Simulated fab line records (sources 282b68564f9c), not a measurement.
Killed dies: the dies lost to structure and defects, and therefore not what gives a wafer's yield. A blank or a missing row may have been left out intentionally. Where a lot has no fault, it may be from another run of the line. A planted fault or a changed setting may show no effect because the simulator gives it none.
Lot-split experiment -- flow ritCmos -- 5 lots, 23 wafers read, on a route of 202 steps

== SPLIT DETAILS ==
At RIT_M1_SPUTTER_00 (material Al, target thk 400 nm, time 500 s), the setting timeS was moved away from the recipe's 500 s on 8 of the 23 wafers read, by -6.9% to +14.5%. The other wafers ran this setting at the recipe's value.

== FROM THE SPLIT TO THE READING: what the file shows between them, 6 steps ==
- RIT_M1_RS_MEAS_01: measures by four-point-probe
- RIT_M1_THK_MEAS_02: measures by xrf
- RIT_M1_SOFTBAKE_05: time 60 s (also split here: timeS)
- RIT_M1_EXPOSE_06: exposes mask M12, target cd 2600 nm
- RIT_M1_PEB_07
- RIT_M1_HARDBAKE_11: time 120 s

== THE READING ==
oesProductAu, in a.u., at RIT_M1_METAL_ETCH_12 (etches Al in Cl2/BCl3, stops on SiO2, time 165 s, target depth 600 nm). A value of 0.801 a.u. with a standard deviation of 0.012 a.u. is what fault-free wafers of this fab line usually give.

wafer,"tool, chamber at the split","timeS as run, s",against the recipe,"oesProductAu, a.u.",against lot-mates on the recipe
L075.4,"pvdSputter-03, -",500,recipe,0.792,-
L075.5,"pvdSputter-03, -",500,recipe,0.799,-
L075.6,"pvdSputter-03, -",500,recipe,0.813,-
L078.1,"pvdSputter-03, -",550.9,+10.2%,0.866,+0.052
L078.3,"pvdSputter-03, -",550.9,+10.2%,0.876,+0.062
L078.4,"pvdSputter-03, -",500,recipe,0.814,-
L078.5,"pvdSputter-03, -",550.9,+10.2%,0.854,+0.040
L078.6,"pvdSputter-03, -",500,recipe,0.814,-
L081.1,"pvdSputter-03, -",500,recipe,0.796,-
L081.2,"pvdSputter-03, -",500,recipe,0.807,-
L081.4,"pvdSputter-03, -",500,recipe,0.793,-
L081.5,"pvdSputter-03, -",500,recipe,0.802,-
L081.6,"pvdSputter-03, -",500,recipe,0.797,-
L083.1,"pvdSputter-03, -",465.4,-6.9%,0.765,-0.036
L083.2,"pvdSputter-03, -",500,recipe,0.788,-
L083.3,"pvdSputter-03, -",465.4,-6.9%,0.754,-0.047
L083.4,"pvdSputter-03, -",465.4,-6.9%,0.779,-0.022
L083.6,"pvdSputter-03, -",500,recipe,0.815,-
L085.1,"pvdSputter-03, -",500,recipe,0.813,-
L085.2,"pvdSputter-03, -",572.6,+14.5%,0.872,+0.062
L085.4,"pvdSputter-03, -",500,recipe,0.813,-
L085.5,"pvdSputter-03, -",500,recipe,0.805,-
L085.6,"pvdSputter-03, -",572.6,+14.5%,0.882,+0.072

THE FIT
A straight line over all 23 wafers: oesProductAu changes by +0.00545 a.u. for each +1% of timeS; r = +0.96; the points scatter about the line by 0.0098 a.u.
The same after taking each lot's own level away (the mean of its wafers on the recipe; 23 wafers): +0.00485 a.u. for each +1%; r = +0.96; scatter 0.0082 a.u.
That fit puts the effect of the largest move of timeS on the reading at 0.07 a.u.
The lots' own levels span 0.7990 to 0.8140 a.u., that is 1.2 times the standard deviation above.
Thus the slope moves with the lot-to-lot level: the two fits are different.
Check: for one of the wafers moved furthest among these (+14.5%), held out of the fit, the line's prediction against its lot-mates is +0.0729 a.u. Against them it came out at +0.0617 a.u.

== THE OTHER SPLITS THESE WAFERS WENT THROUGH ==
These wafers also went through other splits before the reading. Each is held against what the fit with the lots' levels taken away leaves over:
other split on the same wafers,wafers away from the commonest value,r with oesProductAu (lot level and that fit taken away)
RIT_SDANNEAL_RTA_03 timeS,10,-0.04
RIT_CONTACT_CVD_00 timeS,10,-0.31
RIT_M1_SOFTBAKE_05 timeS,6,+0.13

== THE WHOLE CHAIN: every reading that the file lists as answering this split, in the file's order ==
step,what it does,reading,change (the file's fit),r (the file's)
RIT_M1_SPUTTER_00,"material Al, target thk 400 nm, time 500 s","Al_of_M1_SPUTTER_00.thkNm (the simulator's own value, which no gauge read)",+4.27 nm for each +1% of the setting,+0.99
RIT_M1_RS_MEAS_01,measures by four-point-probe,M1_AL_RS,-0.00071 for each +1% of the setting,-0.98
RIT_M1_THK_MEAS_02,measures by xrf,M1_AL_THK,+4.26 for each +1% of the setting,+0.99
RIT_M1_METAL_ETCH_12,"etches Al in Cl2/BCl3, stops on SiO2, time 165 s, target depth 600 nm",oesProductAu,+0.00479 a.u. for each +1% of the setting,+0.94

== FILE'S OWN FIT ==
oesProductAu changes by +0.00479 a.u. for each +1% of timeS, r = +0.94.
